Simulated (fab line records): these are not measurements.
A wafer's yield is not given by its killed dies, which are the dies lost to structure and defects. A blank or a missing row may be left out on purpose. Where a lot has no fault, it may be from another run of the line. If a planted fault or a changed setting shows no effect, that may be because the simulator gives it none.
Shared-tool check ; flow rit_cmos ; Sample size 16 lots and 48 wafers

== WHY IT WAS OPENED ==
At RIT_NWELL_OVL_MEAS_06 the reading NWELL_OVL is flagged on 4 of 16 lots. Fault-free wafers read -0.8 nm, with a standard deviation of 1.4.
Rule: flag the lot when none of its wafers has a number, or when each of its wafers that has one lies beyond 4 standard deviations from that mean. The other lots count as sound.

lot;measured;on;NWELL_OVL (nm), wafer by wafer;flag
L649;day 1 20:20;overlay-02;-1.8 0.2 -0.9;
L650;day 2 03:36;overlay-01;-1.9 -2.9 -2.7;
L651;day 2 09:41;overlay-02;-2.6 -3.0 -2.1;
L652;day 2 13:52;overlay-01;-0.2 0.7 0.6;
L654;day 2 22:11;overlay-01;-0.4 -0.7 -0.9;
L655;day 3 07:07;overlay-02;0.0 1.6 -0.3;
L657;day 3 13:30;overlay-01;-0.3 -1.0 0.0;
L658;day 3 18:04;overlay-02;-0.4 -0.7 -0.3;
L663;day 4 19:12;overlay-01;-151.3 -150.9 -149.2;FLAGGED
L664;day 4 23:22;overlay-02;-3.2 -3.2 -2.4;
L666;day 5 09:25;overlay-02;-149.3 -148.7 -150.3;FLAGGED
L667;day 5 14:28;overlay-01;-149.9 -149.5 -148.3;FLAGGED
L668;day 5 21:03;overlay-02;-150.9 -150.4 -151.2;FLAGGED
L669;day 6 00:52;overlay-02;-1.7 -2.6 -4.4;
L671;day 6 10:32;overlay-02;-0.5 -0.2 1.1;
L672;day 6 15:35;overlay-01;-1.0 -0.2 -0.8;
Averaged over the flagged lots the numbers come to -150.0 nm, -149.2 nm from the usual (-99 or more standard deviations).

== WHICH TOOL EACH LOT WENT THROUGH ==
The record holds 1 process step before the reading, out of a route of 202 steps. Read each cell as the tool, then ch plus the chambers that the sampled wafers visited, then the start.
lot;flag;RIT_NWELL_EXPOSE_03
L649;;iline_stepper-02 ch 0, day 1 19:54
L650;;iline_stepper-01 ch 0, day 2 03:11
L651;;iline_stepper-01 ch 0, day 2 09:17
L652;;iline_stepper-01 ch 0, day 2 13:21
L654;;iline_stepper-01 ch 0, day 2 21:46
L655;;iline_stepper-01 ch 0, day 3 06:41
L657;;iline_stepper-02 ch 0, day 3 13:04
L658;;iline_stepper-02 ch 0, day 3 17:38
L663;FLAGGED;iline_stepper-02 ch 0, day 4 18:47
L664;;iline_stepper-01 ch 0, day 4 22:56
L666;FLAGGED;iline_stepper-02 ch 0, day 5 09:00
L667;FLAGGED;iline_stepper-02 ch 0, day 5 14:02
L668;FLAGGED;iline_stepper-02 ch 0, day 5 20:37
L669;;iline_stepper-01 ch 0, day 6 00:28
L671;;iline_stepper-01 ch 0, day 6 10:07
L672;;iline_stepper-01 ch 0, day 6 15:09
What the steps here do:
- RIT_NWELL_EXPOSE_03: exposes mask M2, target cd 43900 nm.
- RIT_NWELL_OVL_MEAS_06

== FLAGGED AGAINST TOTAL, ONE TOOL AT A TIME (gauges that did the reading follow at the end) ==
step;tool;lots run;flagged;share of the flagged lots;sound lots run after its first flagged lot
RIT_NWELL_EXPOSE_03;iline_stepper-01;9;0;none;-
RIT_NWELL_EXPOSE_03;iline_stepper-02;7;4;all;0
RIT_NWELL_OVL_MEAS_06;overlay-01;7;2;some;1 (L672)
RIT_NWELL_OVL_MEAS_06;overlay-02;9;2;some;2 (L669,L671)

== THE TABLE: WHAT IT ALLOWS ==
All flagged lots share 1 row of the table, namely iline_stepper-02 at RIT_NWELL_EXPOSE_03.
- iline_stepper-02 at RIT_NWELL_EXPOSE_03 ran 7 lots, 4 of them flagged. It ran its last sound lot, L658, at day 3 17:38 and its first flagged lot, L663, at day 4 18:47: a fault with its onset between the two fits.
One tool is left: iline_stepper-02 at RIT_NWELL_EXPOSE_03.

== WHAT THE SIMULATOR HAD PUT IN ==
Scanner matching overlay: iline_stepper-02, from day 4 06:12 on, at RIT_NWELL_EXPOSE_03. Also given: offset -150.
Struck lots among those shown: L663, L666, L667, L668. The rule above reached the same finding.
